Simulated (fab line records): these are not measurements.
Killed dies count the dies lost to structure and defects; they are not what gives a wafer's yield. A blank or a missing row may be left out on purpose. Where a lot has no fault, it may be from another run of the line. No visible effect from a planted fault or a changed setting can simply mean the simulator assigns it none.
A lot that was struck, set against a sound lot :: flow rit-cmos :: 18 out of 202 route steps
Sound: these wafers, L190.2, L190.5, L190.6. Wafers struck: L184.1, L184.2, L184.3. The cause is given at the end.
For every step that has rows: the tool of each side, followed by ch and its chambers, followed by its first start. Under that, the readings that differ: sound wafers :: struck wafers :: difference of the means :: sigmas: that difference in standard deviations of wafers without a fault.
alike: same words and numbers on both sides, and readings whose means sit less than 2 such deviations apart. not compared: any withheld reading, any reading some wafer has no value for, any bound like >300 that may hide the same value, and any number with overlapping values for which the record gives no deviation.
A row with sigmas, a row that says differs or no value, or rows on one side alone: a step with any of these is where the two part. Non-overlapping numbers with no deviation appear without sigmas and do not part them. A reading that every wafer of one side lacks parts them only if that side has two wafers or more.

first, 2 steps without rows for these wafers: RIT_ACTIVE_CLEAN_17 (cleans in SC2, time 600 s); RIT_FOX1_OXIDATION_00 (target thk 350.7 nm, ox time 1130 s).
RIT_FOX1_THK_MEAS_01:
  sound on film-metro-01 at day 6 08:51; struck on film-metro-04 at day 5 02:37
reading: FOX1_OXIDE_THK (nm)
sound: 363 361 361
struck: 347 354 342
difference: -14
sigmas: -2
then, 2 steps without rows for these wafers: RIT_FOX1_WET_ETCH_02 (etches SiO2 in BOE, target depth 350 nm, time 390 s); RIT_FOX2_OXIDATION_00 (target thk 350.7 nm, ox time 1130 s).
RIT_FOX2_THK_MEAS_01:
  sound on film-metro-04 at day 6 10:21; struck on film-metro-02 at day 5 05:07
  alike: FOX2_OXIDE_THK
then, 2 steps without rows for these wafers: RIT_FOX2_CLEAN_02 (cleans in dHF, time 180 s); RIT_FOX2_WET_ETCH_03 (etches Si3N4 in H3PO4, target depth 195 nm, time 2700 s).
RIT_FOX2_THK_MEAS_90:
  sound on film-metro-04 at day 6 11:14; struck on film-metro-04 at day 5 05:59
  alike: FIELD_OXIDE_LEFT_1_THK
then, 3 steps without rows for these wafers: RIT_NWELL_HMDS_00 (prime time 60 s); RIT_NWELL_COAT_01 (resist thk 1300 nm); RIT_NWELL_SOFTBAKE_02 (time 60 s).
RIT_NWELL_EXPOSE_03: exposes mask M2, target cd 43900 nm.
  sound on iline-stepper-01 ch 0, day 6 11:55; struck on iline-stepper-02 ch 0, day 5 06:37
reading: model.NWELL.overlay-x-nm (nm)
sound: -0.6143 -0.6143 -0.6143
struck: -150.9 -150.9 -150.9
difference: -150.3
sigmas: 
  alike: mask
then, 2 steps without rows for these wafers: RIT_NWELL_PEB_04; RIT_NWELL_DEVELOP_05 (develop time 68 s).
RIT_NWELL_OVL_MEAS_06:
  sound on overlay-02 at day 6 12:20; struck on overlay-02 at day 5 07:03
reading: NWELL_OVL (nm)
sound: 0.0 -0.5 0.6
struck: -151.0 -150.5 -150.5
difference: -150.7
sigmas: -99 or more
then, 1 step without rows for these wafers: RIT_NWELL_HARDBAKE_07 (time 120 s).
RIT_M1_PROBE_99:
  sound on prober-01 at day 8 06:14; struck on prober-01 at day 6 22:41
reading: model.etest.well-edge-right.line-ohm-um
sound: 181.5 182.6 183.8
struck: 187.2 191.1 190.4
difference: +6.9
sigmas: 

reading: model.etest.well-edge-left.line-ohm-um
sound: 180.3 181 180.7
struck: 177.8 174.8 173.9
difference: -5.2
sigmas: 
  alike: killed-at-front-end, killed-dies, killed-on-rim, killed-open, killed-short

## WHERE THEY PART
Earliest at RIT_FOX1_THK_MEAS_01; latest, in this record, at RIT_NWELL_OVL_MEAS_06. Later steps at which nothing parts them and some readings are alike: RIT_M1_PROBE_99.

WHY: whatever the simulator had introduced
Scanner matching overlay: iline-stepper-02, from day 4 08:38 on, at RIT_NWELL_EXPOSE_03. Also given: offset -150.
